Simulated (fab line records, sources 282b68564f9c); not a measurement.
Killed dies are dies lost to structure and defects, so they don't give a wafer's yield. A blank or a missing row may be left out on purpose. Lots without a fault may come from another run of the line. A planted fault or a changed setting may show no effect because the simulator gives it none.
A struck lot beside a sound one | flow rit_cmos | 15 steps out of a route of 202
Sound: wafers L967.2, L967.4, L967.5. Struck: wafers L965.1, L965.4, L965.5. The cause comes at the end.
At each step with rows: each side's tool, then ch and its chambers, then its first start. Under that, the readings that differ: sound wafers | struck wafers | difference of the means | sigmas: that difference in standard deviations of wafers without a fault.
alike: readings whose means differ by less than 2 such deviations, and words and numbers that are the same on both sides. not compared: withheld readings, readings that some wafer has no value for, bounds like >300 that may hide the same value, and numbers for which the record gives no deviation and whose values overlap.
The two part at a step that has a row with sigmas, a row that says differs or no value, or rows on one side only. Numbers that don't overlap but have no deviation are shown without sigmas and don't part them. A reading that every wafer of one side lacks parts them only if that side has two wafers or more.

RIT_NWELL_OVL_MEAS_06:
  sound on overlay-02, day 6 02:38; struck on overlay-01, day 5 15:20
  alike: NWELL_OVL
then, 2 steps without rows for these wafers: RIT_NWELL_HARDBAKE_07 (time 120 s); RIT_NWELL_IMPLANT_08.
RIT_NWELL_STRIP_09: strips in O2, time 180 s.
  sound on plasma_asher-04 ch 0,1, day 6 03:04; struck on plasma_asher-03 ch 1, day 5 15:46
  alike: drypump_motor_current_A, rf_refl_power_W
  not compared: rf_hours_counter_h
RIT_NWELL_TW_MEAS_10:
  sound on film_metro-01, day 6 03:16; struck on film_metro-04, day 5 15:57
  reading  | sound          | struck         | difference | sigmas
  NWELL_TW | 2126 2130 2140 | 2162 2155 2167 | +29        | +2
then, 6 steps without rows for these wafers: RIT_PWELL_HMDS_00 (prime time 60 s); RIT_PWELL_COAT_01 (resist thk 1300 nm); RIT_PWELL_SOFTBAKE_02 (time 60 s); RIT_PWELL_EXPOSE_03 (exposes mask M3, target cd 43700 nm); RIT_PWELL_PEB_04; RIT_PWELL_DEVELOP_05 (develop time 68 s).
RIT_PWELL_OVL_MEAS_06:
  sound on overlay-01, day 6 04:19; struck on overlay-02, day 5 17:02
  alike: PWELL_OVL
RIT_PWELL_HARDBAKE_07: time 120 s.
  sound on litho_track-03 ch 0, day 6 04:23; struck on litho_track-02 ch 0, day 5 17:05
  reading                                    | sound                | struck               | difference | sigmas
  heater_power_total_W (W)                   | 52.00 52.06 51.98    | 50.26 50.16 50.28    | -1.78      | -28
  plate_temp_C (C)                           | 140.10 140.17 140.01 | 135.93 136.00 135.92 | -4.14      | -28
  model.NOVOLAK_of_PWELL_COAT_01.thk_nm (nm) | 1135 1130 1133       | 1143 1148 1149       | +14        |
then, 1 step without rows for these wafers: RIT_PWELL_IMPLANT_08.
RIT_M1_PROBE_99:
  sound on prober-02, day 7 14:51; struck on prober-02, day 7 05:20
  alike: killed_at_contacts, killed_at_front_end, killed_dies, killed_open, killed_short

WHERE THEY PART
First at RIT_NWELL_TW_MEAS_10; last, within this record, at RIT_PWELL_HARDBAKE_07. Later steps at which nothing parts them and some readings are alike: RIT_M1_PROBE_99.

WHY: what the simulator had put in
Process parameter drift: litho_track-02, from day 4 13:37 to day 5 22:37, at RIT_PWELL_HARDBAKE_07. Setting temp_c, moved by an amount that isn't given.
